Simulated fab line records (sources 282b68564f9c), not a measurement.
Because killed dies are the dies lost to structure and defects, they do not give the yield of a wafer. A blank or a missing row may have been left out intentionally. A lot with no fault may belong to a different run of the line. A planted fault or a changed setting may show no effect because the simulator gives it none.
fab line records | flow rit-cmos
record lots=16 | wafers=48 | last-day=7
route steps=202 shown CONTACT@173 M1@202
lots that met no fault: taken from a fault-free run of the same line
start-h: hours from the record's first day to the start of the lot's first wafer shown | wait-h: hours from the lot's prior step to this one | " identical to the entry in the row above | L1.1+2: one row covering several wafers at once | - value missing, or start not given | * or withheld: withheld | < > ~ a bound
route shown NAME@n: names a module that has steps shown in the file, with the first one's number in the route | usual: mean/standard deviation taken from wafers without a fault | same: alike in all rows | chamber/n: place in a boat | sites: readings site by site | _std_site: the values' standard deviation | _edge_site: the outer-site mean with the inner-site mean subtracted | radius-mm: for every site, how far away it sits from the centre of the wafer | mask NAME#n: copy n | behind: the tool/chamber that last shaped the wafer | hold: cause of the lot's hold/its duration in hours/its outcome | device: names the non-switching transistor (n, p or np) | end of line: tests run on the same wafers once the route is complete | step lacking rows: just its recipe | killed: at the first sort, the dies lost to defects and structure; wafer yield is something else | map: a wafer's dies, marking killed ones x, the rest . and places with no die _
set.NAME: the setting as run; set.NAME@STEP: as run at that earlier step | model.NAME: the simulator's own value behind a step, which no gauge read
route steps across a sampled set of lots; one table per step, one row per wafer
services: a tool's chamber out of use, with start hour (start-h, from the record's first day; less than 0 if before it), hours out, and reason
## steps
# step RIT_CONTACT_EXPOSE_05
# recipe mask-id=M11 | na=0.6 | source-shape=conventional | sigma-outer=0.5 | target-cd-nm=1000 | dose-mj=250
# usual reticle-temp-C=22.99/0.099
lot.wafer | tool             | chamber | start-h | wait-h | mask  | reticle-temp-C
L701.1    | iline-stepper-02 | 0       | 56.97   | 0.2    | M11#0 | 23.03
L701.2    | "                | 0       | "       | "      | M11#0 | 22.85
L701.4    | "                | 0       | "       | "      | M11#0 | 23.07
L702.2    | iline-stepper-01 | 0       | 66.37   | 0.2    | M11#0 | 22.96
L702.3    | "                | 0       | "       | "      | M11#0 | 23.03
L702.5    | "                | 0       | "       | "      | M11#0 | 23.02
L704.1    | iline-stepper-01 | 0       | 71.75   | 0.1    | M11#0 | 23.02
L704.2    | "                | 0       | "       | "      | M11#0 | 22.99
L704.6    | "                | 0       | "       | "      | M11#0 | 22.96
L705.1    | iline-stepper-02 | 0       | 79.75   | 0.2    | M11#0 | 22.94
L705.2    | "                | 0       | "       | "      | M11#0 | 22.90
L705.5    | "                | 0       | "       | "      | M11#0 | 22.96
L708.1    | iline-stepper-02 | 0       | 93.50   | 0.4    | M11#0 | 22.84
L708.4    | "                | 0       | "       | "      | M11#0 | 22.86
L708.5    | "                | 0       | "       | "      | M11#0 | 22.91
L709.3    | iline-stepper-02 | 0       | 96.61   | 0.3    | M11#0 | 23.18
L709.4    | "                | 0       | "       | "      | M11#0 | 22.92
L709.6    | "                | 0       | "       | "      | M11#0 | 23.04
L710.2    | iline-stepper-01 | 0       | 100.76  | 0.2    | M11#0 | 23.06
L710.4    | "                | 0       | "       | "      | M11#0 | 23.06
L710.6    | "                | 0       | "       | "      | M11#0 | 23.08
L711.3    | iline-stepper-01 | 0       | 109.90  | 0.1    | M11#0 | 23.14
L711.5    | "                | 0       | "       | "      | M11#0 | 23.15
L711.6    | "                | 0       | "       | "      | M11#0 | 23.18
L712.2    | iline-stepper-02 | 0       | 114.18  | 0.2    | M11#0 | 22.90
L712.5    | "                | 0       | "       | "      | M11#0 | 22.79
L712.6    | "                | 0       | "       | "      | M11#0 | 22.90
L714.3    | iline-stepper-02 | 0       | 123.51  | 0.2    | M11#0 | 22.84
L714.4    | "                | 0       | "       | "      | M11#0 | 23.13
L714.6    | "                | 0       | "       | "      | M11#0 | 22.90
L717.3    | iline-stepper-01 | 0       | 135.03  | 0.1    | M11#0 | 22.96
L717.4    | "                | 0       | "       | "      | M11#0 | 22.93
L717.5    | "                | 0       | "       | "      | M11#0 | 22.84
L718.1    | iline-stepper-02 | 0       | 146.82  | 0.2    | M11#0 | 22.94
L718.2    | "                | 0       | "       | "      | M11#0 | 23.10
L718.3    | "                | 0       | "       | "      | M11#0 | 22.90
L719.1    | iline-stepper-01 | 0       | 148.33  | 0.2    | M11#0 | 23.13
L719.3    | "                | 0       | "       | "      | M11#0 | 23.00
L719.6    | "                | 0       | "       | "      | M11#0 | 23.15
L720.2    | iline-stepper-01 | 0       | 150.47  | 0.1    | M11#0 | 23.01
L720.3    | "                | 0       | "       | "      | M11#0 | 23.11
L720.5    | "                | 0       | "       | "      | M11#0 | 23.05
L721.1    | iline-stepper-01 | 0       | 156.38  | 0.1    | M11#0 | 23.15
L721.4    | "                | 0       | "       | "      | M11#0 | 23.06
L721.5    | "                | 0       | "       | "      | M11#0 | 23.00
L722.2    | iline-stepper-01 | 0       | 162.15  | 0.1    | M11#0 | 23.10
L722.3    | "                | 0       | "       | "      | M11#0 | 23.09
L722.6    | "                | 0       | "       | "      | M11#0 | 23.04
# step RIT_CONTACT_OVL_MEAS_09
# usual CONTACT_OVL=-0.1/1.4
lot.wafer | tool       | chamber | start-h | wait-h | CONTACT_OVL[nm]
L701.1    | overlay-01 | -       | 57.72   | 0.1    | 0.9
L701.2    | "          | -       | "       | "      | 1.8
L701.4    | "          | -       | "       | "      | 2.5
L702.2    | overlay-02 | -       | 66.99   | 0.1    | -1.3
L702.3    | "          | -       | "       | "      | -1.9
L702.5    | "          | -       | "       | "      | -3.5
L704.1    | overlay-02 | -       | 72.38   | 0.1    | -1.0
L704.2    | "          | -       | "       | "      | -1.3
L704.6    | "          | -       | "       | "      | -0.9
L705.1    | overlay-01 | -       | 80.38   | 0.1    | 1.6
L705.2    | "          | -       | "       | "      | 1.4
L705.5    | "          | -       | "       | "      | 0.4
L708.1    | overlay-01 | -       | 94.13   | 0.1    | 1.2
L708.4    | "          | -       | "       | "      | 1.5
L708.5    | "          | -       | "       | "      | 2.3
L709.3    | overlay-01 | -       | 97.30   | 0.1    | -2.6
L709.4    | "          | -       | "       | "      | 0.0
L709.6    | "          | -       | "       | "      | 0.6
L710.2    | overlay-01 | -       | 101.38  | 0.1    | 1.0
L710.4    | "          | -       | "       | "      | -0.4
L710.6    | "          | -       | "       | "      | 1.2
L711.3    | overlay-02 | -       | 110.51  | 0.1    | 0.6
L711.5    | "          | -       | "       | "      | 2.0
L711.6    | "          | -       | "       | "      | 0.4
L712.2    | overlay-01 | -       | 114.81  | 0.1    | 1.2
L712.5    | "          | -       | "       | "      | -0.9
L712.6    | "          | -       | "       | "      | -1.6
L714.3    | overlay-01 | -       | 124.12  | 0.1    | -0.3
L714.4    | "          | -       | "       | "      | 1.3
L714.6    | "          | -       | "       | "      | 0.7
L717.3    | overlay-02 | -       | 135.64  | 0.1    | -1.8
L717.4    | "          | -       | "       | "      | -2.0
L717.5    | "          | -       | "       | "      | -0.8
L718.1    | overlay-02 | -       | 147.45  | 0.1    | -1.1
L718.2    | "          | -       | "       | "      | -1.3
L718.3    | "          | -       | "       | "      | -0.6
L719.1    | overlay-02 | -       | 148.97  | 0.1    | 4.1
L719.3    | "          | -       | "       | "      | 3.3
L719.6    | "          | -       | "       | "      | 5.3
L720.2    | overlay-02 | -       | 151.25  | 0.1    | 4.0
L720.3    | "          | -       | "       | "      | 4.0
L720.5    | "          | -       | "       | "      | 5.4
L721.1    | overlay-01 | -       | 157.01  | 0.1    | 7.0
L721.4    | "          | -       | "       | "      | 6.1
L721.5    | "          | -       | "       | "      | 6.7
L722.2    | overlay-02 | -       | 162.78  | 0.1    | 6.1
L722.3    | "          | -       | "       | "      | 5.3
L722.6    | "          | -       | "       | "      | 4.0
# step RIT_M1_PROBE_99
# usual killed_at_M0_to_M3=0.0/0.12 | killed-at-contacts=0.1/0.31 | killed-at-front-end=7/3.2 | killed-dies=7/3.2 | killed-open=3.6/2.1 | killed-short=3.5/2.1
# same gross-dies=264 | killed_at_M4_up=0 | killed-at-back-side=0 | killed-at-other=0
lot.wafer | tool      | chamber | start-h | wait-h | killed_at_M0_to_M3 | killed-at-contacts | killed-at-front-end | killed-dies | killed-open | killed-short
L708.1    | prober-02 | -       | 99.54   | 0.1    | 0                  | 0                  | 7                   | 7           | 4           | 3
L708.4    | prober-02 | -       | 99.69   | 0.2    | 0                  | 0                  | 5                   | 5           | 5           | 0
L708.5    | prober-02 | -       | 99.74   | 0.2    | 0                  | 0                  | 20                  | 20          | 11          | 9
L718.1    | prober-02 | -       | 153.58  | 0.1    | 0                  | 0                  | 5                   | 5           | 1           | 4
L718.2    | prober-02 | -       | 153.63  | 0.1    | 0                  | 0                  | 8                   | 8           | 3           | 5
L718.3    | prober-02 | -       | 153.68  | 0.2    | 0                  | 0                  | 9                   | 9           | 4           | 5
# killed by level:class
L708.1 GATE:geometric-particle:open=3 SPACER:geometric-particle:short=2 FOX2:geometric-particle:short=1 REOX:geometric-particle:open=1
L708.4 SPACER:geometric-particle:open=4 REOX:geometric-particle:open=1
L708.5 FOX2:geometric-particle:open=4 GATE:geometric-particle:short=4 GATE:geometric-particle:open=3 SPACER:geometric-particle:short=3 SPACER:geometric-particle:open=2 SILICIDE:geometric-particle:open=2 FOX2:geometric-particle:short=1 REOX:geometric-particle:short=1
L718.1 FOX1:geometric-particle:short=1 FOX2:geometric-particle:short=1 REOX:geometric-particle:open=1 REOX:geometric-particle:short=1 SPACER:geometric-particle:short=1
L718.2 GATE:geometric-particle:short=2 GATE:geometric-particle:open=2 REOX:geometric-particle:short=2 REOX:geometric-particle:open=1 SPACER:geometric-particle:short=1
L718.3 GATE:geometric-particle:short=2 REOX:geometric-particle:open=2 FOX1:geometric-particle:open=1 REOX:geometric-particle:short=1 FOX2:geometric-particle:short=1 GATE:geometric-particle:open=1 SILICIDE:geometric-particle:short=1
## services
tool             | chamber | start-h | hours | kind
iline-stepper-01 | -       | 92.55   | 2.1   | pm
iline-stepper-01 | -       | 94.64   | -     | consumable-replace:lamp
iline-stepper-01 | -       | 95.12   | 1.7   | pm
iline-stepper-01 | 0       | 95.21   | -     | calibration
iline-stepper-02 | -       | 134.84  | 8.9   | pm
iline-stepper-02 | 0       | 153.96  | -     | calibration
## key
first-sign step=RIT_CONTACT_OVL_MEAS_09 | reading=CONTACT_OVL | direction=up | sigmas=3.6 | usual=-0.1 | struck=5.1
effect none on later readings
met-at RIT_CONTACT_EXPOSE_05
struck-lots L719,L720,L721,L722
tester-left-out L719,L720,L721,L722
onset-between 135.03 148.33
also-fits time
fault kind=scanner-matching-overlay | tool=iline-stepper-01 | chamber=- | onset-h=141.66 | steps=RIT_CONTACT_EXPOSE_05 | offset=5.9295
# tester-left-out: of these lots the tester's yield and bins aren't shown, on N5 and GAA mostly nor the transistor test; their killed dies are dies lost to structure and defects alone, not to doping, threshold or leakage, so they don't give the yield
